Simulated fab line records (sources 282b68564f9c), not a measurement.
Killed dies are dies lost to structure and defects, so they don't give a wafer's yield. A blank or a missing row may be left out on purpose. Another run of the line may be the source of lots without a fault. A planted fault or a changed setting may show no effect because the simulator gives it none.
fab line records    flow rit_cmos
[record] lots = 16  wafers = 48  last_day = 7
route steps=202 shown GATE@89 M1@202
lots untouched by any fault: they come from a run of this same line in which no faults occurred
start_h: hours from the record's first day to the start of the lot's first wafer shown    wait_h: hours from the lot's prior step to this one    " unchanged from the row above    L1.1+2: several wafers, shown together as one row    - value missing, or start not given    * or withheld: withheld    < > ~ a bound
route shown NAME@n: a module of which the file shows steps, and the number in the route of the first    usual: the fault-free wafers' mean and standard deviation    same: alike in all rows    chamber/n: place in a boat    sites: per-site readings    _std_site: how widely they spread, as a standard deviation    _edge_site: inner sites' mean taken away from outer sites' mean    radius_mm: how far each site lies from the wafer's centre    mask NAME#n: copy n    behind: the last tool/chamber to shape the wafer    hold: reason for holding the lot/hours on hold/outcome of the hold    device: which transistor (n, p or np) failed to switch    end of line: at the end of the route, the tests of the same wafers    a step given without rows: its recipe and nothing more    killed: count of dies lost to structure and defects at first sort (not the wafer's yield)    map: a wafer's dies, marking killed ones x, the rest . and places with no die _
set.NAME: setting as actually run; set.NAME@STEP: the setting as run at that earlier step    model.NAME: the simulator's own value behind a step, which no gauge read
a sample of lots followed through the steps of the route, with each step as a table and each wafer as a row
services: the hour from which a tool's chamber was out of use, counted from the record's first day as start_h (under 0 if before that day), plus the number of hours and why
[[steps]]
[step RIT_GATE_EXPOSE_13]
[recipe] mask_id = M6  na = 0.6  source_shape = conventional  sigma_outer = 0.6  target_cd_nm = 150  dose_mj = 380
lot.wafer   tool              chamber  start_h  wait_h  mask
L896.4+5+6  iline_stepper-01  0        45.68    0.1     M6#0
L897.2+5+6  iline_stepper-01  0        51.14    0.1     M6#0
L898.1+4+5  iline_stepper-01  0        51.64    0.2     M6#0
L900.3+5+6  iline_stepper-01  0        63.82    0.1     M6#0
L901.2+4+6  iline_stepper-01  0        65.32    0.1     M6#0
L902.1+3+6  iline_stepper-02  0        71.70    0.2     M6#0
L903.2+3+4  iline_stepper-02  0        77.66    0.1     M6#0
L904.2+3+6  iline_stepper-02  0        86.53    0.1     M6#0
L905.1+3+4  iline_stepper-01  0        87.51    0.2     M6#0
L910.2+3+4  iline_stepper-01  0        114.42   0.1     M6#0
L912.1+5+6  iline_stepper-01  0        122.16   0.2     M6#0
L913.1+2+6  iline_stepper-01  0        125.66   0.1     M6#0
L914.2+3+6  iline_stepper-01  0        134.24   0.1     M6#0
L915.2+4+5  iline_stepper-02  0        136.62   0.2     M6#0
L916.1+2+4  iline_stepper-02  0        142.23   0.1     M6#0
L918.3+5+6  iline_stepper-02  0        152.56   0.2     M6#0
[step RIT_GATE_OVL_MEAS_17]
[usual] GATE_OVL = -0.1/1.1
lot.wafer  tool        chamber  start_h  wait_h  hold                      GATE_OVL[nm]
L896.4     overlay-02  -        46.26    0.1     -                         0.8
L896.5     "           -        "        "       -                         0.1
L896.6     "           -        "        "       -                         0.3
L897.2     overlay-02  -        51.93    0.1     -                         0.9
L897.5     "           -        "        "       -                         2.0
L897.6     "           -        "        "       -                         0.6
L898.1     overlay-02  -        52.36    0.1     -                         0.2
L898.4     "           -        "        "       -                         -1.1
L898.5     "           -        "        "       -                         -0.2
L900.3     overlay-02  -        64.32    0.1     -                         -1.1
L900.5     "           -        "        "       -                         -1.8
L900.6     "           -        "        "       -                         -0.3
L901.2     overlay-01  -        65.83    0.1     -                         -0.1
L901.4     "           -        "        "       -                         -0.3
L901.6     "           -        "        "       -                         -1.3
L902.1     overlay-02  -        72.31    0.1     -                         -3.0
L902.3     "           -        "        "       -                         -2.0
L902.6     "           -        "        "       -                         -2.0
L903.2     overlay-01  -        78.16    0.1     -                         0.3
L903.3     "           -        "        "       -                         0.4
L903.4     "           -        "        "       -                         0.4
L904.2     overlay-01  -        87.14    0.1     -                         0.2
L904.3     "           -        "        "       -                         0.5
L904.6     "           -        "        "       -                         0.3
L905.1     overlay-02  -        88.05    0.1     -                         0.8
L905.3     "           -        "        "       -                         3.1
L905.4     "           -        "        "       -                         -0.8
L910.2     overlay-01  -        115.00   0.1     await_dispo/0.2h/release  -150.8
L910.3     "           -        "        "       await_dispo/0.2h/release  -151.0
L910.4     "           -        "        "       await_dispo/0.2h/release  -151.6
L910.2     overlay-01  -        115.21   0.2     -                         -150.0
L910.3     "           -        "        "       -                         -149.7
L910.4     "           -        "        "       -                         -150.2
L912.1     overlay-01  -        122.68   0.1     await_dispo/0.2h/release  -148.0
L912.5     "           -        "        "       await_dispo/0.2h/release  -149.1
L912.6     "           -        "        "       await_dispo/0.2h/release  -149.0
L912.1     overlay-01  -        122.88   0.2     -                         -146.9
L912.5     "           -        "        "       -                         -147.8
L912.6     "           -        "        "       -                         -147.9
L913.1     overlay-02  -        126.18   0.1     await_dispo/0.2h/release  -151.7
L913.2     "           -        "        "       await_dispo/0.2h/release  -150.0
L913.6     "           -        "        "       await_dispo/0.2h/release  -150.8
L913.1     overlay-02  -        126.38   0.2     -                         -150.5
L913.2     "           -        "        "       -                         -148.8
L913.6     "           -        "        "       -                         -149.0
L914.2     overlay-01  -        134.75   0.1     await_dispo/0.2h/release  -148.8
L914.3     "           -        "        "       await_dispo/0.2h/release  -151.0
L914.6     "           -        "        "       await_dispo/0.2h/release  -149.4
L914.2     overlay-01  -        134.95   0.2     -                         -148.2
L914.3     "           -        "        "       -                         -149.7
L914.6     "           -        "        "       -                         -148.2
L915.2     overlay-01  -        137.13   0.1     -                         -0.1
L915.4     "           -        "        "       -                         0.3
L915.5     "           -        "        "       -                         -0.8
L916.1     overlay-02  -        142.75   0.1     -                         0.6
L916.2     "           -        "        "       -                         2.8
L916.4     "           -        "        "       -                         1.3
L918.3     overlay-02  -        153.05   0.1     -                         -2.2
L918.5     "           -        "        "       -                         -2.5
L918.6     "           -        "        "       -                         -1.8
[step RIT_M1_PROBE_99]
[usual] defect_limited_yield = 97.4/1.2  killed_at_front_end = 7/3.1  killed_dies = 7/3.1  killed_open = 3.5/2.2  killed_short = 3.3/1.9  sort_bin_3_pad_short = 0.1/0.21  sort_bin_5_function = 1.4/0.81  sort_bin_6_memory = 1.0/0.65  sort_n_pass = 257/3.1  sort_yield_pct = 97.4/1.2
[same] gross_dies = 264  killed_at_M0_to_M3 = 0  killed_at_M4_up = 0  killed_at_back_side = 0  killed_at_contacts = 0  killed_at_other = 0
lot.wafer  tool       chamber  start_h  wait_h  defect_limited_yield[%]  killed_at_front_end  killed_dies  killed_open  killed_short  sort_bin_3_pad_short[%]  sort_bin_5_function[%]  sort_bin_6_memory[%]  sort_n_pass  sort_yield_pct[%]
L900.3     prober-01  -        86.67    0.2     97.3                     7                    7            3            4             0                        1.5                     1.1                   257          97.3
L900.5     prober-01  -        86.77    0.3     97.0                     8                    8            4            4             0                        2.3                     0.8                   256          97.0
L900.6     prober-01  -        86.82    0.3     98.5                     4                    4            1            3             0                        0.8                     0.8                   260          98.5
L902.1     prober-02  -        93.58    0.1     97.0                     8                    8            2            6             0                        1.5                     1.5                   256          97.0
L902.3     prober-02  -        93.68    0.2     98.5                     4                    4            1            3             0.8                      0.4                     0.4                   260          98.5
L902.6     prober-02  -        93.83    0.2     98.1                     5                    5            1            4             0.4                      0                       1.5                   259          98.1
L903.2     prober-01  -        99.13    0.1     98.5                     4                    4            2            2             0                        1.5                     0                     260          98.5
L903.3     prober-01  -        99.18    0.2     97.0                     8                    8            5            3             0                        2.3                     0.8                   256          97.0
L903.4     prober-01  -        99.23    0.2     97.0                     8                    8            4            4             0                        1.1                     1.9                   256          97.0
L905.1     prober-01  -        108.51   0.1     97.7                     6                    6            5            1             0                        1.1                     1.1                   258          97.7
L905.3     prober-01  -        108.61   0.2     98.5                     4                    4            2            2             0                        0.8                     0.8                   260          98.5
L905.4     prober-01  -        108.66   0.2     96.2                     10                   10           6            4             0                        1.5                     2.3                   254          96.2
L904.2     prober-02  -        108.56   0.1     97.3                     7                    7            2            5             0                        1.9                     0.8                   257          97.3
L904.3     prober-02  -        108.61   0.2     97.0                     8                    8            3            5             0                        2.3                     0.8                   256          97.0
L904.6     prober-02  -        108.76   0.2     98.1                     5                    5            4            1             0                        0.8                     1.1                   259          98.1
L918.3     prober-01  -        173.65   0.2     97.0                     8                    8            4            4             0.8                      2.3                     0                     256          97.0
L918.5     prober-01  -        173.75   0.2     97.7                     6                    6            3            3             0                        0.8                     1.5                   258          97.7
L918.6     prober-01  -        173.80   0.2     98.9                     3                    3            2            1             0                        0.8                     0.4                   261          98.9
// killed by level:class
L900.3 GATE:geometric_particle:open=2 FOX1:geometric_particle:short=1 FOX2:geometric_particle:short=1 FOX2:geometric_particle:open=1 GATE:geometric_particle:short=1 SILICIDE:geometric_particle:short=1
L900.5 REOX:geometric_particle:short=2 SILICIDE:geometric_particle:open=2 GATE:geometric_particle:open=1 GATE:geometric_particle:short=1 SPACER:geometric_particle:open=1 SPACER:geometric_particle:short=1
L900.6 SPACER:geometric_particle:short=3 REOX:geometric_particle:open=1
L902.1 FOX1:geometric_particle:short=3 REOX:geometric_particle:open=2 REOX:geometric_particle:short=2 GATE:geometric_particle:short=1
L902.3 GATE:geometric_particle:short=2 SPACER:geometric_particle:open=1 SILICIDE:geometric_particle:short=1
L902.6 GATE:geometric_particle:short=2 REOX:geometric_particle:short=2 REOX:geometric_particle:open=1
L903.2 SILICIDE:geometric_particle:open=2 FOX1:geometric_particle:short=1 FOX2:geometric_particle:short=1
L903.3 SPACER:geometric_particle:open=2 SILICIDE:geometric_particle:short=2 FOX1:geometric_particle:open=1 REOX:geometric_particle:open=1 SPACER:geometric_particle:short=1 SILICIDE:geometric_particle:open=1
L903.4 GATE:geometric_particle:open=2 GATE:geometric_particle:short=2 ACTIVE:geometric_particle:open=1 REOX:geometric_particle:short=1 REOX:geometric_particle:open=1 SILICIDE:geometric_particle:short=1
L905.1 FOX1:geometric_particle:open=1 FOX2:geometric_particle:open=1 GATE:geometric_particle:short=1 GATE:geometric_particle:open=1 REOX:geometric_particle:open=1 SILICIDE:geometric_particle:open=1
L904.2 GATE:geometric_particle:short=4 GATE:geometric_particle:open=1 SPACER:geometric_particle:open=1 SILICIDE:geometric_particle:short=1
L904.3 SPACER:geometric_particle:short=3 GATE:geometric_particle:short=2 GATE:geometric_particle:open=2 FOX1:geometric_particle:open=1
L905.3 FOX1:geometric_particle:open=1 GATE:geometric_particle:open=1 GATE:geometric_particle:short=1 REOX:geometric_particle:short=1
L905.4 GATE:geometric_particle:open=4 GATE:geometric_particle:short=2 FOX1:geometric_particle:short=1 REOX:geometric_particle:open=1 SPACER:geometric_particle:open=1 SPACER:geometric_particle:short=1
L904.6 FOX1:geometric_particle:open=2 GATE:geometric_particle:open=2 FOX1:geometric_particle:short=1
L918.3 GATE:geometric_particle:short=3 REOX:geometric_particle:open=2 FOX2:geometric_particle:short=1 GATE:geometric_particle:open=1 SILICIDE:geometric_particle:open=1
L918.5 FOX1:geometric_particle:open=2 FOX1:geometric_particle:short=1 GATE:geometric_particle:short=1 GATE:geometric_particle:open=1 REOX:geometric_particle:short=1
L918.6 FOX1:geometric_particle:open=1 FOX2:geometric_particle:open=1 SILICIDE:geometric_particle:short=1
[[services]]
tool              chamber  start_h  hours  kind
iline_stepper-02  -        39.74    16.8   repair
iline_stepper-02  -        56.49    8.9    pm
iline_stepper-01  -        98.45    4.4    pm
[[key]]
[first_sign] step = RIT_GATE_OVL_MEAS_17  reading = visit  direction = added
[effect] step = RIT_GATE_OVL_MEAS_17  reading = GATE_OVL  direction = down  sigmas = 99+  usual = -0.1  struck = -150.1
met_at RIT_GATE_EXPOSE_13
struck_lots L910,L912,L913,L914
scrapped_behind RIT_GATE_OVL_MEAS_17 L910.2,L910.3,L910.4,L912.1,L912.5,L912.6,L913.1,L913.2,L913.6,L914.2,L914.3,L914.6
onset_between 87.51 114.42
[fault] kind = scanner_matching_overlay  tool = iline_stepper-01  chamber = -  onset_h = 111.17  steps = RIT_GATE_EXPOSE_13  offset = -150
